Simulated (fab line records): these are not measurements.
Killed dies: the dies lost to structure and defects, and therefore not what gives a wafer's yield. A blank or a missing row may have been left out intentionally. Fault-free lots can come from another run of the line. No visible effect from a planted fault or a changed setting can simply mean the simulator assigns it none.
fab line records	flow rit_cmos
[record] lots = 7	wafers = 21	last_day = 6
route steps=202 shown PSD@150 SDANNEAL@153 NSD@158 PLDD@159 NLDD@160 SILICIDE@161 M1@202
lots that met no fault: taken from a fault-free run of the same line
start_h: the number of hours between the record's first day and the start of the first shown wafer of the lot	wait_h: time in hours since the lot's previous step	" repeats the value in the row above	L1.1+2: a single row standing in for several wafers	- no value, or no start was given	* or withheld: withheld	< > ~ a bound
route shown NAME@n: a module of which the file shows steps, and the number in the route of the first	usual: average and standard deviation across the fault-free wafers	same: alike in all rows	chamber/n: place in a boat	sites: each site's reading	_std_site: standard deviation of those values	_edge_site: inner sites' mean taken away from outer sites' mean	radius_mm: for every site, how far away it sits from the centre of the wafer	mask NAME#n: copy n	behind: the most recent tool/chamber to have shaped the wafer	hold: why the lot was held/for how many hours/how that ended	device: the transistor (n, p or np) that didn't switch	end of line: tests run on the same wafers once the route is complete	a step given without rows: its recipe and nothing more	killed: not the wafer's yield, but the dies lost to structure and defects at the first sort	map: per-die view of a wafer (x killed, . not killed, _ where there is no die)
set.NAME: the setting the step ran with; set.NAME@STEP: the setting that earlier step ran with	model.NAME: the simulator's own value behind a step, which no gauge read
certain route steps with their lots: each step a table, each wafer a row
services: the hour from which a tool's chamber was out of use, counted from the record's first day as start_h (under 0 if before that day), plus the number of hours and why
[[steps]]
[step RIT_PSD_IMPLANT_08]
[recipe] species = BF2	energy_kev = 27	dose_cm2 = 5e+15	tilt_deg = 7
[step RIT_PSD_STRIP_09]
[recipe] chemistry = O2	time_s = 180	resist = NOVOLAK	platen_temp_c = withheld	power_w = 500	pressure_mtorr = 4000	o2_flow_sccm = 4000
[usual] chamber_pressure_mTorr = 4000/3.5	drypump_motor_current_A = 5.8/0.63
lot.wafer	tool	chamber	start_h	wait_h	chamber_pressure_mTorr	drypump_motor_current_A	rf_hours_counter_h
L576.2	plasma_asher-02	0	88.95	0.1	4000	6.8	43
L576.5	"	1	"	"	4010	6.0	-
L576.6	"	0	"	"	4001	6.8	-
L578.1	plasma_asher-04	0	99.68	0.1	3999	4.8	32
L578.2	"	1	"	"	3994	5.6	32
L578.6	"	0	"	"	3994	4.8	-
L579.3	plasma_asher-03	1	104.29	0.1	4001	5.6	-
L579.4	"	0	"	"	4000	5.5	-
L579.6	"	0	"	"	3993	5.5	-
L580.2	plasma_asher-02	0	107.03	0.1	4003	6.8	45
L580.4	"	1	"	"	3998	6.0	-
L580.5	"	0	"	"	4000	6.8	-
L581.1	plasma_asher-02	0	111.22	0.1	4003	6.8	46
L581.5	"	0	"	"	3997	6.8	-
L581.6	"	1	"	"	4002	6.0	-
L582.3	plasma_asher-02	1	115.44	0.1	4000	6.0	-
L582.4	"	0	"	"	3997	6.8	-
L582.5	"	0	"	"	4000	6.8	-
L583.1	plasma_asher-04	0	123.81	0.1	4003	4.8	35
L583.2	"	1	"	"	4006	5.6	35
L583.6	"	1	"	"	3993	5.6	-
[step RIT_PSD_TW_MEAS_10]
[usual] PSD_TW = 3423/30
lot.wafer	tool	chamber	start_h	wait_h	PSD_TW
L576.2	film_metro-04	-	89.13	0.1	3483
L576.5	"	-	"	"	3469
L576.6	"	-	"	"	3498
L578.1	film_metro-01	-	99.86	0.1	3406
L578.2	"	-	"	"	3420
L578.6	"	-	"	"	3401
L579.3	film_metro-01	-	104.43	0.1	3432
L579.4	"	-	"	"	3411
L579.6	"	-	"	"	3408
L580.2	film_metro-04	-	107.22	0.1	3469
L580.4	"	-	"	"	3459
L580.5	"	-	"	"	3465
L581.1	film_metro-02	-	111.40	0.1	3442
L581.5	"	-	"	"	3439
L581.6	"	-	"	"	3459
L582.3	film_metro-01	-	115.57	0.1	3417
L582.4	"	-	"	"	3423
L582.5	"	-	"	"	3411
L583.1	film_metro-04	-	123.99	0.1	3460
L583.2	"	-	"	"	3433
L583.6	"	-	"	"	3450
[step RIT_SDANNEAL_CLEAN_00]
[recipe] chemistry = SC1	mix = 3:3:50	time_s = 600	temp_c = 75
[step RIT_SDANNEAL_CLEAN_01]
[recipe] chemistry = dHF	dilution = 50:1	time_s = 30
[step RIT_SDANNEAL_CLEAN_02]
[recipe] chemistry = SC2	mix = 3:3:50	time_s = 600	temp_c = 75	dry = n2_spin
[step RIT_SDANNEAL_RTA_03]
[recipe] temp_c = 1050	time_s = 5	idle_temp_c = 600	ramp_up_c_per_s = 342	ramp_down_c_per_s = 171	cool_to_c = 600	ambient = N2
[usual] wafer_temp_C_max = 1053.3/1.1
lot.wafer	tool	chamber	start_h	wait_h	wafer_temp_C_max
L576.2	rtp_anneal-02	0	89.56	0.0	1052.0
L576.5	"	0	"	"	1052.7
L576.6	"	0	"	"	1054.6
L578.1	rtp_anneal-02	0	100.30	0.0	1053.0
L578.2	"	0	"	"	1054.2
L578.6	"	0	"	"	1052.7
L579.3	rtp_anneal-01	0	104.86	0.0	1051.9
L579.4	"	0	"	"	1054.5
L579.6	"	0	"	"	1053.0
L580.2	rtp_anneal-02	0	107.66	0.0	1051.5
L580.4	"	0	"	"	1052.8
L580.5	"	0	"	"	1053.5
L581.1	rtp_anneal-01	0	111.84	0.0	1055.7
L581.5	"	0	"	"	1055.1
L581.6	"	0	"	"	1053.6
L582.3	rtp_anneal-02	0	116.03	0.0	1054.4
L582.4	"	0	"	"	1052.3
L582.5	"	0	"	"	1053.6
L583.1	rtp_anneal-01	0	124.41	0.0	1053.2
L583.2	"	0	"	"	1052.6
L583.6	"	0	"	"	1056.2
[step RIT_SDANNEAL_RS_MEAS_04]
[recipe] thk_meas_gauge = four-point-probe
[usual] PSD_RS = 115.94/0.26
lot.wafer	tool	chamber	start_h	wait_h	PSD_RS[ohm/sq]
L576.2	film_metro-02	-	89.63	0.1	116.22
L576.5	"	-	"	"	115.83
L576.6	"	-	"	"	115.94
L578.1	film_metro-04	-	100.36	0.0	116.05
L578.2	"	-	"	"	116.39
L578.6	"	-	"	"	116.02
L579.3	film_metro-01	-	104.94	0.1	116.05
L579.4	"	-	"	"	116.09
L579.6	"	-	"	"	116.36
L580.2	film_metro-01	-	107.73	0.1	116.00
L580.4	"	-	"	"	116.11
L580.5	"	-	"	"	116.18
L581.1	film_metro-04	-	111.90	0.0	116.04
L581.5	"	-	"	"	115.64
L581.6	"	-	"	"	116.20
L582.3	film_metro-04	-	116.11	0.1	115.74
L582.4	"	-	"	"	115.56
L582.5	"	-	"	"	115.76
L583.1	film_metro-02	-	124.47	0.0	115.91
L583.2	"	-	"	"	115.81
L583.6	"	-	"	"	116.39
[step RIT_SDANNEAL_RS_MEAS_05]
[recipe] thk_meas_gauge = four-point-probe
[usual] NSD_RS = 83.06/0.22
lot.wafer	tool	chamber	start_h	wait_h	NSD_RS[ohm/sq]
L576.2	film_metro-02	-	89.75	0.1	83.34
L576.5	"	-	"	"	83.26
L576.6	"	-	"	"	83.26
L578.1	film_metro-04	-	100.48	0.1	82.65
L578.2	"	-	"	"	83.04
L578.6	"	-	"	"	82.64
L579.3	film_metro-01	-	105.06	0.1	83.23
L579.4	"	-	"	"	83.25
L579.6	"	-	"	"	82.95
L580.2	film_metro-01	-	107.85	0.1	83.26
L580.4	"	-	"	"	83.36
L580.5	"	-	"	"	83.05
L581.1	film_metro-04	-	112.02	0.1	82.98
L581.5	"	-	"	"	82.93
L581.6	"	-	"	"	82.69
L582.3	film_metro-04	-	116.23	0.1	83.34
L582.4	"	-	"	"	83.17
L582.5	"	-	"	"	83.16
L583.1	film_metro-02	-	124.59	0.1	83.52
L583.2	"	-	"	"	83.09
L583.6	"	-	"	"	83.28
[step RIT_SDANNEAL_RS_MEAS_06]
[recipe] thk_meas_gauge = four-point-probe
[usual] PLDD_RS = 178.6/0.51
lot.wafer	tool	chamber	start_h	wait_h	PLDD_RS[ohm/sq]
L576.2	film_metro-02	-	89.87	0.1	178.5
L576.5	"	-	"	"	178.2
L576.6	"	-	"	"	178.4
L578.1	film_metro-04	-	100.60	0.1	178.6
L578.2	"	-	"	"	179.3
L578.6	"	-	"	"	178.8
L579.3	film_metro-01	-	105.18	0.1	178.8
L579.4	"	-	"	"	178.6
L579.6	"	-	"	"	178.6
L580.2	film_metro-01	-	107.97	0.1	179.0
L580.4	"	-	"	"	179.3
L580.5	"	-	"	"	179.7
L581.1	film_metro-04	-	112.14	0.1	178.6
L581.5	"	-	"	"	178.2
L581.6	"	-	"	"	178.3
L582.3	film_metro-04	-	116.35	0.1	178.2
L582.4	"	-	"	"	178.8
L582.5	"	-	"	"	178.5
L583.1	film_metro-02	-	124.71	0.1	178.5
L583.2	"	-	"	"	178.7
L583.6	"	-	"	"	178.4
[step RIT_SDANNEAL_RS_MEAS_07]
[recipe] thk_meas_gauge = four-point-probe
[usual] NLDD_RS = 154.4/0.49
lot.wafer	tool	chamber	start_h	wait_h	NLDD_RS[ohm/sq]
L576.2	film_metro-02	-	89.99	0.1	154.2
L576.5	"	-	"	"	154.0
L576.6	"	-	"	"	154.5
L578.1	film_metro-04	-	100.72	0.1	154.9
L578.2	"	-	"	"	154.2
L578.6	"	-	"	"	154.3
L579.3	film_metro-01	-	105.30	0.1	154.1
L579.4	"	-	"	"	154.7
L579.6	"	-	"	"	154.7
L580.2	film_metro-01	-	108.09	0.1	154.3
L580.4	"	-	"	"	154.8
L580.5	"	-	"	"	154.3
L581.1	film_metro-04	-	112.26	0.1	155.8
L581.5	"	-	"	"	154.9
L581.6	"	-	"	"	155.6
L582.3	film_metro-04	-	116.47	0.1	154.7
L582.4	"	-	"	"	154.7
L582.5	"	-	"	"	154.5
L583.1	film_metro-02	-	124.83	0.1	154.2
L583.2	"	-	"	"	154.9
L583.6	"	-	"	"	154.3
[step RIT_SILICIDE_WET_ETCH_00]
[recipe] chemistry = BOE	target = SiO2	target_depth_nm = 14	time_s = 15	dry = n2_spin	dilution = 10:1	temp_c = 21.5
[step RIT_SILICIDE_SPUTTER_01]
[recipe] material = Ti	target_thk_nm = 30	power_w = 344.4	chamber_pressure_pa = 0.667	gas = Ar	time_s = 240	substrate_temp_c = 25
[usual] cathode_dc_power_W = 344.40/0.064	throttle_valve_pct = 30.3/2
lot.wafer	tool	chamber	start_h	wait_h	cathode_dc_power_W	throttle_valve_pct
L576.2	pvd_sputter-02	-	90.10	0.0	344.32	27.3
L576.5	"	-	"	"	344.48	30.1
L576.6	"	-	"	"	344.34	27.5
L578.1	pvd_sputter-02	-	100.85	0.0	344.38	28.8
L578.2	"	-	"	"	344.43	29.3
L578.6	"	-	"	"	344.33	29.1
L578.1	pvd_sputter-02	-	101.17	0.2	344.46	28.9
L578.2	"	-	"	"	344.40	28.8
L578.6	"	-	"	"	344.35	29.0
L579.3	pvd_sputter-01	-	105.39	0.0	344.45	34.0
L579.4	"	-	"	"	344.53	31.1
L579.6	"	-	"	"	344.32	34.2
L580.2	pvd_sputter-02	-	108.20	0.0	344.44	29.0
L580.4	"	-	"	"	344.53	30.0
L580.5	"	-	"	"	344.37	27.2
L580.2	pvd_sputter-02	-	108.52	0.2	344.42	29.0
L580.4	"	-	"	"	344.49	29.9
L580.5	"	-	"	"	344.43	27.4
L581.1	pvd_sputter-01	-	112.40	0.0	344.41	30.7
L581.5	"	-	"	"	344.37	29.2
L581.6	"	-	"	"	344.42	34.0
L582.3	pvd_sputter-03	-	116.56	0.0	344.44	29.3
L582.4	"	-	"	"	344.31	30.4
L582.5	"	-	"	"	344.42	30.4
L583.1	pvd_sputter-01	-	124.97	0.0	344.49	34.0
L583.2	"	-	"	"	344.37	31.3
L583.6	"	-	"	"	344.40	31.5
L583.1	pvd_sputter-01	-	125.28	0.2	344.48	34.1
L583.2	"	-	"	"	344.42	31.6
L583.6	"	-	"	"	344.41	31.8
[step RIT_SILICIDE_RS_MEAS_02]
[recipe] thk_meas_gauge = four-point-probe	reads = Ti_of_SILICIDE_SPUTTER_01
[usual] SILICIDE_TI_RS = 48.8/0.91
lot.wafer	tool	chamber	start_h	wait_h	SILICIDE_TI_RS[ohm/sq]
L576.2	film_metro-03	-	90.27	0.1	47.1
L576.5	"	-	"	"	47.9
L576.6	"	-	"	"	47.3
L578.1	film_metro-03	-	101.32	0.1	20.6
L578.2	"	-	"	"	20.8
L578.6	"	-	"	"	20.6
L579.3	film_metro-04	-	105.58	0.1	48.2
L579.4	"	-	"	"	47.9
L579.6	"	-	"	"	48.3
L580.2	film_metro-02	-	108.69	0.1	20.8
L580.4	"	-	"	"	20.6
L580.5	"	-	"	"	20.4
L581.1	film_metro-02	-	112.55	0.1	48.6
L581.5	"	-	"	"	49.3
L581.6	"	-	"	"	49.2
L582.3	film_metro-02	-	116.75	0.1	50.3
L582.4	"	-	"	"	51.5
L582.5	"	-	"	"	51.8
L583.1	film_metro-03	-	125.43	0.1	21.0
L583.2	"	-	"	"	21.3
L583.6	"	-	"	"	21.5
[step RIT_SILICIDE_THK_MEAS_03]
[recipe] thk_meas_gauge = xrf	reads = Ti_of_SILICIDE_SPUTTER_01
[usual] SILICIDE_TI_THK = 29.7/0.45
lot.wafer	tool	chamber	start_h	wait_h	SILICIDE_TI_THK[nm]
L576.2	film_metro-03	-	90.38	0.1	30.7
L576.5	"	-	"	"	30.3
L576.6	"	-	"	"	30.5
L578.1	film_metro-03	-	101.44	0.1	60.0
L578.2	"	-	"	"	59.6
L578.6	"	-	"	"	60.2
L579.3	film_metro-04	-	105.68	0.1	30.0
L579.4	"	-	"	"	30.2
L579.6	"	-	"	"	29.8
L580.2	film_metro-02	-	108.80	0.1	58.8
L580.4	"	-	"	"	59.4
L580.5	"	-	"	"	59.9
L581.1	film_metro-02	-	112.67	0.1	29.5
L581.5	"	-	"	"	29.3
L581.6	"	-	"	"	29.4
L582.3	film_metro-02	-	116.85	0.1	28.7
L582.4	"	-	"	"	28.3
L582.5	"	-	"	"	28.1
L583.1	film_metro-03	-	125.55	0.1	58.9
L583.2	"	-	"	"	58.6
L583.6	"	-	"	"	58.1
[step RIT_SILICIDE_RTA_04]
[recipe] temp_c = 650	time_s = 10	idle_temp_c = 25	ramp_up_s = 5	ramp_down_s = 5	cool_to_c = 25	ambient = N2
[usual] wafer_temp_C_max = 651.9/0.49
lot.wafer	tool	chamber	start_h	wait_h	wafer_temp_C_max
L576.2	rtp_anneal-01	0	90.45	0.1	651.5
L576.5	"	0	"	"	651.8
L576.6	"	0	"	"	652.0
L578.1	rtp_anneal-01	0	101.50	0.1	651.8
L578.2	"	0	"	"	651.7
L578.6	"	0	"	"	651.9
L579.3	rtp_anneal-02	0	105.74	0.1	652.6
L579.4	"	0	"	"	652.9
L579.6	"	0	"	"	651.9
L580.2	rtp_anneal-01	0	108.86	0.1	651.6
L580.4	"	0	"	"	651.0
L580.5	"	0	"	"	651.6
L581.1	rtp_anneal-02	0	112.73	0.1	651.7
L581.5	"	0	"	"	652.1
L581.6	"	0	"	"	652.2
L582.3	rtp_anneal-01	0	116.92	0.1	651.3
L582.4	"	0	"	"	651.1
L582.5	"	0	"	"	651.3
L583.1	rtp_anneal-02	0	125.61	0.1	651.9
L583.2	"	0	"	"	651.9
L583.6	"	0	"	"	652.8
[step RIT_M1_PROBE_99]
[usual] killed_at_front_end = 6.9/2.8	killed_dies = 7.0/2.8	killed_open = 3.4/2	killed_short = 3.5/2.1
[same] gross_dies = 264	killed_at_M0_to_M3 = 0	killed_at_M4_up = 0	killed_at_back_side = 0	killed_at_contacts = 0	killed_at_other = 0
lot.wafer	tool	chamber	start_h	wait_h	killed_at_front_end	killed_dies	killed_open	killed_short
L576.2	prober-02	-	97.03	0.1	2	2	1	1
L576.5	prober-02	-	97.18	0.2	6	6	4	2
L576.6	prober-02	-	97.23	0.2	4	4	1	3
L578.1	prober-02	-	108.35	0.1	12	12	7	5
L578.2	prober-02	-	108.40	0.1	2	2	1	1
L578.6	prober-02	-	108.60	0.2	8	8	4	4
L579.3	prober-01	-	112.38	0.2	2	2	1	1
L579.4	prober-01	-	112.43	0.2	4	4	4	0
L579.6	prober-01	-	112.53	0.2	12	12	11	1
L580.2	prober-02	-	115.34	0.1	7	7	4	3
L580.4	prober-02	-	115.44	0.2	12	12	8	4
L580.5	prober-02	-	115.49	0.2	9	9	5	4
L581.1	prober-01	-	119.24	0.1	8	8	3	5
L581.5	prober-01	-	119.44	0.2	4	4	2	2
L581.6	prober-01	-	119.49	0.2	7	7	4	3
L582.3	prober-02	-	123.58	0.2	9	9	3	5
L582.4	prober-02	-	123.63	0.2	2	2	2	0
L582.5	prober-02	-	123.68	0.2	11	11	6	4
L583.1	prober-01	-	133.71	0.1	6	6	3	3
L583.2	prober-01	-	133.76	0.1	8	8	3	5
L583.6	prober-01	-	133.96	0.2	10	10	5	5
// killed by level:class
L576.2 SILICIDE:geometric_particle:short=1 SILICIDE:geometric_particle:open=1
L576.5 SPACER:geometric_particle:open=2 GATE:geometric_particle:short=1 REOX:geometric_particle:open=1 SPACER:geometric_particle:short=1 SILICIDE:geometric_particle:open=1
L576.6 FOX1:geometric_particle:open=1 FOX1:geometric_particle:short=1 GATE:geometric_particle:short=1 SILICIDE:geometric_particle:short=1
L578.1 REOX:geometric_particle:short=3 SPACER:geometric_particle:open=3 GATE:geometric_particle:short=2 GATE:geometric_particle:open=2 REOX:geometric_particle:open=1 SILICIDE:geometric_particle:open=1
L578.2 GATE:geometric_particle:open=1 SILICIDE:geometric_particle:short=1
L578.6 GATE:geometric_particle:open=4 GATE:geometric_particle:short=3 REOX:geometric_particle:short=1
L579.3 GATE:geometric_particle:short=1 GATE:geometric_particle:open=1
L579.4 SPACER:geometric_particle:open=2 FOX2:geometric_particle:open=1 SILICIDE:geometric_particle:open=1
L579.6 GATE:geometric_particle:open=4 SILICIDE:geometric_particle:open=3 SPACER:geometric_particle:open=2 FOX1:geometric_particle:open=1 FOX1:geometric_particle:short=1 REOX:geometric_particle:open=1
L580.2 FOX1:geometric_particle:open=3 FOX1:geometric_particle:short=1 FOX2:geometric_particle:short=1 REOX:geometric_particle:open=1 REOX:geometric_particle:short=1
L580.4 FOX1:geometric_particle:open=3 SILICIDE:geometric_particle:open=3 FOX1:geometric_particle:short=2 FOX2:geometric_particle:open=1 GATE:geometric_particle:short=1 SPACER:geometric_particle:open=1 SILICIDE:geometric_particle:short=1
L580.5 GATE:geometric_particle:open=2 SILICIDE:geometric_particle:open=2 SILICIDE:geometric_particle:short=2 FOX1:geometric_particle:open=1 FOX1:geometric_particle:short=1 GATE:geometric_particle:short=1
L581.1 GATE:geometric_particle:short=4 REOX:geometric_particle:open=2 GATE:geometric_particle:open=1 REOX:geometric_particle:short=1
L581.5 GATE:geometric_particle:short=2 GATE:geometric_particle:open=1 REOX:geometric_particle:open=1
L581.6 FOX1:geometric_particle:short=2 FOX1:geometric_particle:open=1 FOX2:geometric_particle:open=1 GATE:geometric_particle:short=1 GATE:geometric_particle:open=1 SILICIDE:geometric_particle:open=1
L582.3 GATE:geometric_particle:short=5 FOX1:geometric_particle:open=1 GATE:geometric_particle:open=1 SPACER:geometric_particle:open=1 PRETRO:coat_microbubble_printed=1
L582.4 GATE:geometric_particle:open=1 REOX:geometric_particle:open=1
L582.5 GATE:geometric_particle:open=4 GATE:geometric_particle:short=2 FOX1:geometric_particle:short=1 REOX:geometric_particle:open=1 REOX:geometric_particle:short=1 SILICIDE:geometric_particle:open=1 NRETRO:coat_microbubble_printed=1
L583.1 GATE:geometric_particle:short=2 SILICIDE:geometric_particle:open=2 FOX1:geometric_particle:short=1 REOX:geometric_particle:open=1
L583.2 GATE:geometric_particle:short=3 FOX1:geometric_particle:short=1 GATE:geometric_particle:open=1 REOX:geometric_particle:open=1 SILICIDE:geometric_particle:short=1 SILICIDE:geometric_particle:open=1
L583.6 GATE:geometric_particle:short=3 GATE:geometric_particle:open=3 FOX1:geometric_particle:open=1 FOX1:geometric_particle:short=1 REOX:geometric_particle:open=1 SILICIDE:geometric_particle:short=1
[[services]]
tool	chamber	start_h	hours	kind
pvd_sputter-03	-	73.05	1.8	repair
pvd_sputter-01	-	82.07	3.4	repair
plasma_asher-04	-	93.69	0.4	repair
plasma_asher-04	-	105.16	2.2	repair
rtp_anneal-01	-	112.33	4.4	pm
plasma_asher-02	-	123.99	3.4	repair
[[key]]
[first_sign] step = RIT_SILICIDE_SPUTTER_01	reading = visit	direction = added
[effect] step = RIT_SILICIDE_RS_MEAS_02	reading = SILICIDE_TI_RS	direction = down	sigmas = 31	usual = 48.8	struck = 20.8
[effect] step = RIT_SILICIDE_THK_MEAS_03	reading = SILICIDE_TI_THK	direction = up	sigmas = 66	usual = 29.7	struck = 59.3
met_at RIT_SILICIDE_SPUTTER_01
struck_wafers L578.1,L578.2,L578.6,L580.2,L580.4,L580.5,L583.1,L583.2,L583.6
tester_left_out L578,L580,L583
[fault] kind = repeated_step_whole	tool = pvd_sputter-01,pvd_sputter-02,pvd_sputter-03	chamber = -	onset_h = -	steps = RIT_SILICIDE_SPUTTER_01	times = 1	scope = struck_lots_only
// tester_left_out: of these lots the tester's yield and bins aren't shown, on N5 and GAA mostly nor the transistor test; their killed dies are dies lost to structure and defects alone, not to doping, threshold or leakage, so they don't give the yield
